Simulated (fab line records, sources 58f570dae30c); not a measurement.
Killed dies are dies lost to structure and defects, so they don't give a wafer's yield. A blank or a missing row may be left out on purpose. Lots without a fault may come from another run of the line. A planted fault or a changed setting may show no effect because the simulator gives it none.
A struck lot beside a sound one | flow berkeley_cmos170 | 23 steps out of a route of 331
Sound: wafers L481.1, L481.4, L481.6. Struck: wafers L469.3, L469.4, L469.5. The cause comes at the end.
At each step with rows: each side's tool, then ch and its chambers, then its first start. Under that, the readings that differ: sound wafers | struck wafers | difference of the means | sigmas: that difference in standard deviations of wafers without a fault.
alike: readings whose means differ by less than 2 such deviations, and words and numbers that are the same on both sides. not compared: withheld readings, readings that some wafer has no value for, bounds like >300 that may hide the same value, and numbers for which the record gives no deviation and whose values overlap.
The two part at a step that has a row with sigmas, a row that says differs or no value, or rows on one side only. Numbers that don't overlap but have no deviation are shown without sigmas and don't part them. A reading that every wafer of one side lacks parts them only if that side has two wafers or more.

first, 6 steps without rows for these wafers: UCB170_ZERO_HMDS_00 (prime time 60 s); UCB170_ZERO_COAT_01 (resist thk 900 nm); UCB170_ZERO_SOFTBAKE_02 (time 60 s); UCB170_ZERO_EXPOSE_03 (exposes mask PM MARKS, target cd 4000 nm); UCB170_ZERO_PEB_04; UCB170_ZERO_DEVELOP_05 (develop time 45 s).
UCB170_ZERO_ETCH_06: etches SiO2 in CHF3/CF4/Ar, time 12 s.
  sound on rie_diel-01 ch 0,1,3, day 5 12:09; struck on rie_diel-03 ch 0,1, day 2 20:34
  reading               | sound             | struck            | difference | sigmas
  oes_product_au (a.u.) | 0.609 0.616 0.608 | 0.629 0.617 0.620 | +0.011     | +2
  alike: drypump_motor_current_A, throttle_valve_pct
  not compared: rf_hours_counter_h
UCB170_ZERO_STRIP_07: strips in O2.
  sound on plasma_asher-04 ch 1, day 5 12:10; struck on plasma_asher-03 ch 0,1, day 2 20:37
  alike: drypump_motor_current_A, oes_product_au, strip_time_to_endpoint_s
  not compared: rf_hours_counter_h
then, 2 steps without rows for these wafers: UCB170_NWELL_WET_ETCH_00 (etches SiO2 in dHF, time 200 s); UCB170_NWELL_OXIDATION_01 (target thk 26.4 nm, ox time 1260 s).
UCB170_NWELL_THK_MEAS_02:
  sound on film_metro-01, day 5 15:49; struck on film_metro-03, day 3 01:53
  alike: NWELL_OXIDE_THK
then, 1 step without rows for these wafers: UCB170_NWELL_ANNEAL_03 (time 900 s).
UCB170_NWELL_CVD_04: deposits Si3N4 from SiH2Cl2/NH3, target thk 224 nm, time 3360 s.
  sound on lpcvd-01 ch 0, day 5 17:30; struck on lpcvd-02 ch 0, day 3 04:22
  reading                                 | sound             | struck            | difference | sigmas
  model.Si3N4_of_NWELL_CVD_04.thk_nm (nm) | 218.4 219.6 219.2 | 250.7 249.8 249.3 | +30.9      |
UCB170_NWELL_THK_MEAS_05:
  sound on film_metro-04, day 5 19:26; struck on film_metro-03, day 3 06:19
  reading                | sound             | struck            | difference | sigmas
  NWELL_NITRIDE_THK (nm) | 218.5 219.7 219.3 | 250.8 249.6 249.5 | +30.8      | +13
then, 6 steps without rows for these wafers: UCB170_NWELL_HMDS_06 (prime time 60 s); UCB170_NWELL_COAT_07 (resist thk 900 nm); UCB170_NWELL_SOFTBAKE_08 (time 60 s); UCB170_NWELL_EXPOSE_09 (exposes mask NWELL, target cd 3000 nm); UCB170_NWELL_PEB_10; UCB170_NWELL_DEVELOP_11 (develop time 45 s).
UCB170_NWELL_OVL_MEAS_12:
  sound on overlay-01, day 5 21:07; struck on overlay-02, day 3 07:16
  alike: NWELL_OVL
UCB170_NWELL_ETCH_13: etches Si3N4 in CH3F/Ar/O2, stops on SiO2, target depth 246.4 nm, time 154 s.
  sound on rie_diel-01 ch 0,1,2, day 5 21:09; struck on rie_diel-03 ch 1,3, day 3 07:17
  reading                  | sound             | struck            | difference | sigmas
  oes_product_au (a.u.)    | 0.923 0.913 0.936 | 0.984 0.989 0.986 | +0.062     | +7
  model.etch.depth_nm (nm) | 218.4 219.6 219.2 | 245.4 246.6 246.9 | +27.2      |
  alike: drypump_motor_current_A, throttle_valve_pct
  not compared: rf_hours_counter_h
then, 1 step without rows for these wafers: UCB170_NWELL_IMPLANT_14.

WHERE THEY PART
First at UCB170_ZERO_ETCH_06; last, within this record, at UCB170_NWELL_ETCH_13.

WHY: what the simulator had put in
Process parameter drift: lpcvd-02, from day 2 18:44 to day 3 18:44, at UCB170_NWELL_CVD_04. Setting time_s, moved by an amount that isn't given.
